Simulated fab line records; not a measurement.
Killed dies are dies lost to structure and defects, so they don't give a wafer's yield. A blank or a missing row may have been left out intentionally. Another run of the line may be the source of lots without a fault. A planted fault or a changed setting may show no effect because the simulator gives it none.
Check of tool commonality :: flow ritCmos :: Sample size 14 lots and 42 wafers

== THE REASON FOR OPENING IT ==
At RIT_PRETRO_TW_MEAS_10 the reading PRETRO_TW is flagged on 2 of 14 lots. Wafers without a fault read 470, standard deviation 3.3.
Rule: a lot is flagged when every wafer of it that has a number lies more than 4 standard deviations from that mean, or none has a number. All remaining lots are regarded as sound.

lot: L406
measured: day 2 09:13
on: filmMetro-04
PRETRO_TW, wafer by wafer: 467 471 469
flag: 

lot: L407
measured: day 2 14:32
on: filmMetro-02
PRETRO_TW, wafer by wafer: 472 475 471
flag: 

lot: L408
measured: day 2 20:14
on: filmMetro-03
PRETRO_TW, wafer by wafer: 472 474 470
flag: 

lot: L409
measured: day 3 00:31
on: filmMetro-04
PRETRO_TW, wafer by wafer: 467 468 469
flag: 

lot: L410
measured: day 3 05:43
on: filmMetro-02
PRETRO_TW, wafer by wafer: 472 468 472
flag: 

lot: L411
measured: day 3 11:05
on: filmMetro-02
PRETRO_TW, wafer by wafer: 470 474 473
flag: 

lot: L419
measured: day 5 03:28
on: filmMetro-04
PRETRO_TW, wafer by wafer: 566 568 566
flag: FLAGGED

lot: L421
measured: day 5 13:47
on: filmMetro-02
PRETRO_TW, wafer by wafer: 575 578 576
flag: FLAGGED

lot: L423
measured: day 5 21:54
on: filmMetro-04
PRETRO_TW, wafer by wafer: 465 465 466
flag: 

lot: L424
measured: day 6 03:48
on: filmMetro-03
PRETRO_TW, wafer by wafer: 474 475 476
flag: 

lot: L425
measured: day 6 08:09
on: filmMetro-03
PRETRO_TW, wafer by wafer: 475 473 473
flag: 

lot: L426
measured: day 6 12:15
on: filmMetro-04
PRETRO_TW, wafer by wafer: 468 467 469
flag: 

lot: L428
measured: day 6 23:20
on: filmMetro-04
PRETRO_TW, wafer by wafer: 468 468 468
flag: 

lot: L429
measured: day 7 04:33
on: filmMetro-04
PRETRO_TW, wafer by wafer: 468 463 464
flag: 
On average the flagged lots' numbers are 572, which is +102 against the usual, or +31 standard deviations.

== TOOL THAT RAN EACH LOT ==
The record holds 1 process step before the reading, out of a route of 202 steps. Read each cell as the tool, then ch plus the chambers that the sampled wafers visited, then the start.
lot: L406
flag: 
RIT_PRETRO_IMPLANT_08: implanter-01 ch 0, day 2 08:56

lot: L407
flag: 
RIT_PRETRO_IMPLANT_08: implanter-01 ch 0, day 2 14:15

lot: L408
flag: 
RIT_PRETRO_IMPLANT_08: implanter-01 ch 0, day 2 19:56

lot: L409
flag: 
RIT_PRETRO_IMPLANT_08: implanter-01 ch 0, day 3 00:13

lot: L410
flag: 
RIT_PRETRO_IMPLANT_08: implanter-01 ch 0, day 3 05:23

lot: L411
flag: 
RIT_PRETRO_IMPLANT_08: implanter-03 ch 0, day 3 10:45

lot: L419
flag: FLAGGED
RIT_PRETRO_IMPLANT_08: implanter-03 ch 0, day 5 03:09

lot: L421
flag: FLAGGED
RIT_PRETRO_IMPLANT_08: implanter-03 ch 0, day 5 13:28

lot: L423
flag: 
RIT_PRETRO_IMPLANT_08: implanter-01 ch 0, day 5 21:35

lot: L424
flag: 
RIT_PRETRO_IMPLANT_08: implanter-02 ch 0, day 6 03:30

lot: L425
flag: 
RIT_PRETRO_IMPLANT_08: implanter-01 ch 0, day 6 07:49

lot: L426
flag: 
RIT_PRETRO_IMPLANT_08: implanter-02 ch 0, day 6 11:56

lot: L428
flag: 
RIT_PRETRO_IMPLANT_08: implanter-01 ch 0, day 6 23:01

lot: L429
flag: 
RIT_PRETRO_IMPLANT_08: implanter-01 ch 0, day 7 04:14
What these steps do:
- RIT_PRETRO_IMPLANT_08
- RIT_PRETRO_TW_MEAS_10

== FLAGGED AGAINST TOTAL, ONE TOOL AT A TIME (gauges that did the reading follow at the end) ==
step: RIT_PRETRO_IMPLANT_08
tool: implanter-01
lots run: 9
flagged: 0
share of the flagged lots: none
sound lots run after its first flagged lot: -

step: RIT_PRETRO_IMPLANT_08
tool: implanter-02
lots run: 2
flagged: 0
share of the flagged lots: none
sound lots run after its first flagged lot: -

step: RIT_PRETRO_IMPLANT_08
tool: implanter-03
lots run: 3
flagged: 2
share of the flagged lots: all
sound lots run after its first flagged lot: 0

step: RIT_PRETRO_TW_MEAS_10
tool: filmMetro-02
lots run: 4
flagged: 1
share of the flagged lots: some
sound lots run after its first flagged lot: 0

step: RIT_PRETRO_TW_MEAS_10
tool: filmMetro-03
lots run: 3
flagged: 0
share of the flagged lots: none
sound lots run after its first flagged lot: -

step: RIT_PRETRO_TW_MEAS_10
tool: filmMetro-04
lots run: 7
flagged: 1
share of the flagged lots: some
sound lots run after its first flagged lot: 4 (L423,L426,L428,L429)

== WHAT THE TABLE ALLOWS ==
All flagged lots share 1 row of the table, namely implanter-03 at RIT_PRETRO_IMPLANT_08.
- implanter-03 at RIT_PRETRO_IMPLANT_08 ran 3 lots, 2 of them flagged. A fault beginning between L411 (day 3 10:45), its last sound lot, and L419 (day 5 03:09), its first flagged one, fits the data. Its own readings lie more than 4 standard deviations out on every wafer of the flagged lots: doseIonsCm2, faradayCurrentUA.
What remains is a single tool, implanter-03 at RIT_PRETRO_IMPLANT_08.

== WHAT WAS PUT IN BY THE SIMULATOR ==
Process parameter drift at RIT_PRETRO_IMPLANT_08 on implanter-03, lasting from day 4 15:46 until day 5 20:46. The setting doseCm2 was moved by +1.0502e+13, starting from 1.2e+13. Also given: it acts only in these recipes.
Lots struck among those shown: L419, L421. The rule above found the same.
